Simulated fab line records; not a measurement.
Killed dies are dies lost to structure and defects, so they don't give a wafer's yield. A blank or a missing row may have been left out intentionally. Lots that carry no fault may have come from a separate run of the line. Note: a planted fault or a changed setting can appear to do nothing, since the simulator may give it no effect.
The tool behind it: which one?	flow rit cmos	Sampling: 13 lots, 39 wafers, 6 of 202 route steps

WHAT EACH GAUGE READ, for each wafer
RIT_NRETRO_OVL_MEAS_06.
lot	measured	on	NRETRO_OVL (nm)
L214	day 2 06:32	overlay-02	-1.5 -1.3 -2.3
L216	day 2 15:52	overlay-01	-0.2 1.5 -0.3
L217	day 2 22:35	overlay-01	1.5 -1.2 1.7
L218	day 3 01:58	overlay-02	-1.1 -0.9 -1.4
L219	day 3 06:58	overlay-02	-1.8 -1.3 -1.8
L224	day 4 07:16	overlay-01	-0.4 -1.8 -1.6
L227	day 5 00:49	overlay-02	-3.2 0.0 -3.7
L228	day 5 04:17	overlay-02	0.8 -2.0 -1.6
L231	day 5 19:09	overlay-02	-1.1 -1.5 -2.0
L232	day 6 01:22	overlay-02	-2.8 -0.9 -2.0
L233	day 6 05:11	overlay-02	-0.9 -2.3 -1.7
L234	day 6 08:49	overlay-01	0.2 -1.5 0.0
L235	day 6 14:44	overlay-02	-0.2 1.8 0.9

RIT_GATE_THK_MEAS_09.
lot	measured	on	GATE_POLY_THK (nm)
L214	day 2 13:51	film metro-01	244.0 245.1 242.6
L216	day 3 05:27	film metro-04	253.2 250.9 252.6
L217	day 3 05:31	film metro-04	247.0 245.5 247.1
L218	day 3 09:43	film metro-01	252.1 251.4 250.7
L219	day 3 13:59	film metro-04	249.6 253.1 250.5
L224	day 4 14:13	film metro-03	251.9 250.9 251.5
L227	day 5 07:46	film metro-04	134.7 134.8 136.3
L228	day 5 10:21	film metro-01	250.5 250.6 251.5
L231	day 6 02:31	film metro-01	252.2 250.9 252.6
L232	day 6 07:28	film metro-01	251.0 251.0 252.9
L233	day 6 11:00	film metro-01	248.3 252.8 251.9
L234	day 6 15:10	film metro-01	251.7 253.2 253.7
L235	day 6 21:55	film metro-03	250.6 251.3 251.2

RIT_NLDD_OVL_MEAS_06.
lot	measured	on	NLDD_OVL (nm)
L214	day 2 19:18	overlay-01	1.3 0.6 -0.2
L216	day 3 11:11	overlay-02	0.5 1.1 -1.0
L217	day 3 12:44	overlay-02	-2.6 0.0 -1.7
L218	day 3 15:17	overlay-02	0.8 -1.1 -0.7
L219	day 3 19:32	overlay-02	-1.6 -0.4 -0.3
L224	day 4 21:01	overlay-01	-0.5 1.8 0.0
L227	day 5 13:20	overlay-01	-1.1 2.3 0.3
L228	day 5 16:01	overlay-01	0.4 -1.3 -0.3
L231	day 6 08:40	overlay-02	0.1 0.0 0.8
L232	day 6 13:02	overlay-02	0.8 1.2 0.9
L233	day 6 16:56	overlay-02	-5.0 -2.3 -4.5
L234	day 6 22:08	overlay-01	0.2 -0.9 1.4
L235	day 7 03:39	overlay-02	0.0 -0.6 -0.7

RIT_CONTACT_OVL_MEAS_09.
lot	measured	on	CONTACT_OVL (nm)
L214	day 3 07:10	overlay-02	-1.1 -1.9 -1.6
L216	day 4 00:25	overlay-01	0.0 -1.5 1.5
L217	day 4 00:04	overlay-01	0.5 -0.5 -0.9
L218	day 4 01:42	overlay-02	-1.5 -4.1 -1.7
L219	day 4 06:11	overlay-01	-1.5 -0.7 1.7
L224	day 5 07:43	overlay-01	1.1 -0.6 1.1
L227	day 5 23:55	overlay-01	1.6 0.0 -1.4
L228	day 6 02:23	overlay-02	0.3 -0.8 1.5
L231	day 6 19:53	overlay-01	-1.0 -1.5 -1.8
L232	day 6 23:27	overlay-01	1.4 0.1 -1.4
L233	day 7 03:28	overlay-01	-2.2 -0.4 -1.6
L234	day 7 08:40	overlay-02	-1.3 -0.5 -2.3
L235	day 7 13:36	overlay-01	0.8 0.2 -0.4

WHAT TOOL EACH LOT RAN ON (gives the tool, then ch and the chambers of the sampled wafers, and finally the start)
lot	RIT_GATE_CVD_08	RIT_GATE_ETCH_19
L214	lpcvd-02 ch 1, day 2 12:14	rie si-02 ch 0,2, day 2 15:04
L216	lpcvd-02 ch 1, day 3 03:02	rie si-02 ch 0,1,3, day 3 06:40
L217	lpcvd-02 ch 1, day 3 03:02	rie si-01 ch 1,2,3, day 3 06:57
L218	lpcvd-01 ch 0, day 3 07:16	rie si-02 ch 0,1, day 3 11:01
L219	lpcvd-01 ch 1, day 3 11:32	rie si-01 ch 0,1,2, day 3 15:11
L224	lpcvd-02 ch 0, day 4 12:35	rie si-02 ch 0,3, day 4 15:43
L227	lpcvd-02 ch 0, day 5 05:19	rie si-01 ch 0,2,3, day 5 09:05
L228	lpcvd-01 ch 1, day 5 08:43	rie si-02 ch 0,1, day 5 11:33
L231	lpcvd-02 ch 1, day 6 00:06	rie si-01 ch 1,2,3, day 6 03:52
L232	lpcvd-01 ch 1, day 6 05:51	rie si-02 ch 0,2,3, day 6 08:41
L233	lpcvd-01 ch 0, day 6 09:23	rie si-01 ch 0,1,2, day 6 12:20
L234	lpcvd-01 ch 1, day 6 13:32	rie si-02 ch 0,2,3, day 6 16:34
L235	lpcvd-01 ch 1, day 6 20:16	rie si-01 ch 1,2,3, day 6 23:17
- RIT_GATE_CVD_08: deposits poly-Si from SiH4, target thk 250 nm, time 2220 s.
- RIT_GATE_ETCH_19: etches poly-Si in SF6/CHF3/O2, stops on SiO2, time 165 s, target depth 312.5 nm.

AS READ BY THE TOOLS THEMSELVES (means over the sampled wafers that have a number; for cases with no such wafer, the mark the record gives instead)
RIT_GATE_CVD_08.
lot	tool	spike tc centre C (C)	spike tc load C (C)	spike tc source C (C)	susceptor temp C (C)	zone power source pct (%)
L214	lpcvd-02	614.1	635.6	624	610.10	13.0
L216	lpcvd-02	614.1	635.0	626	609.95	13.0
L217	lpcvd-02	613.8	634.7	626	609.99	12.9
L218	lpcvd-01	614.8	631.0	627	610.04	11.0
L219	lpcvd-01	613.9	632.3	637	609.83	11.8
L224	lpcvd-02	612.5	633.3	628	610.28	13.0
L227	lpcvd-02	588.5	609.0	602	586.20	12.0
L228	lpcvd-01	613.1	632.7	636	610.07	11.7
L231	lpcvd-02	614.8	635.5	626	610.41	12.8
L232	lpcvd-01	614.5	632.2	635	609.92	11.7
L233	lpcvd-01	613.7	633.1	626	610.22	10.8
L234	lpcvd-01	614.2	632.3	636	610.47	11.7
L235	lpcvd-01	615.1	632.9	636	609.88	11.7

RIT_GATE_ETCH_19.
lot	tool	CHF3_flow_sccm (sccm)	drypump motor current A (A)	oes product au (a.u.)	throttle valve pct (%)
L214	rie si-02	30.00	6.2	0.821	10.41
L216	rie si-02	30.01	5.9	0.850	10.29
L217	rie si-01	30.04	5.6	0.837	10.47
L218	rie si-02	30.02	5.8	0.864	10.31
L219	rie si-01	30.06	5.9	0.852	10.42
L224	rie si-02	30.03	5.8	0.835	10.28
L227	rie si-01	30.07	5.7	0.575	10.39
L228	rie si-02	29.98	6.0	0.867	10.29
L231	rie si-01	29.94	5.6	0.845	10.48
L232	rie si-02	29.93	6.1	0.841	10.35
L233	rie si-01	30.02	5.9	0.849	10.43
L234	rie si-02	29.99	6.0	0.842	10.36
L235	rie si-01	29.95	5.6	0.842	10.47

THE ANSWER, worked out from the rows above alone
Rule: usual is defined by the lots themselves. Put in order of their means at a reading, lots are off if they are a third of the lots or fewer, leave a main group of 4 or more, and stand apart from it by a gap of 3 or more times the standard deviation of the main group's means; of several such gaps the widest counts. If all means in a main group match to the digits the tables above print for the reading, that group is not used. A lot without any number at a reading at which 4 lots or more have one is off too. Where the step has rows for the other lots, those lots are counted as sound. After the gauges, taken in route order, come the tools' own readings; for these a lot's mean is taken, as printed above. The first step at which some lot is off is used, and at that step the reading that is off furthest; a lot without a number counts as furthest.
Off: L227, seen at RIT_GATE_THK_MEAS_09 (GATE_POLY_THK). The main group: mean 250.5 nm, standard deviation 2.5.
If a tool, at a process step before that reading, ran all the lots that are off and no sound lot after the first of them, it fits. Not tried: the gauges at RIT_GATE_THK_MEAS_09; whatever is off there is also off at RIT_GATE_CVD_08, on other tools, and gauge error can't account for it. No candidate that was tried fits.

WHAT THE SIMULATOR HAD INSERTED
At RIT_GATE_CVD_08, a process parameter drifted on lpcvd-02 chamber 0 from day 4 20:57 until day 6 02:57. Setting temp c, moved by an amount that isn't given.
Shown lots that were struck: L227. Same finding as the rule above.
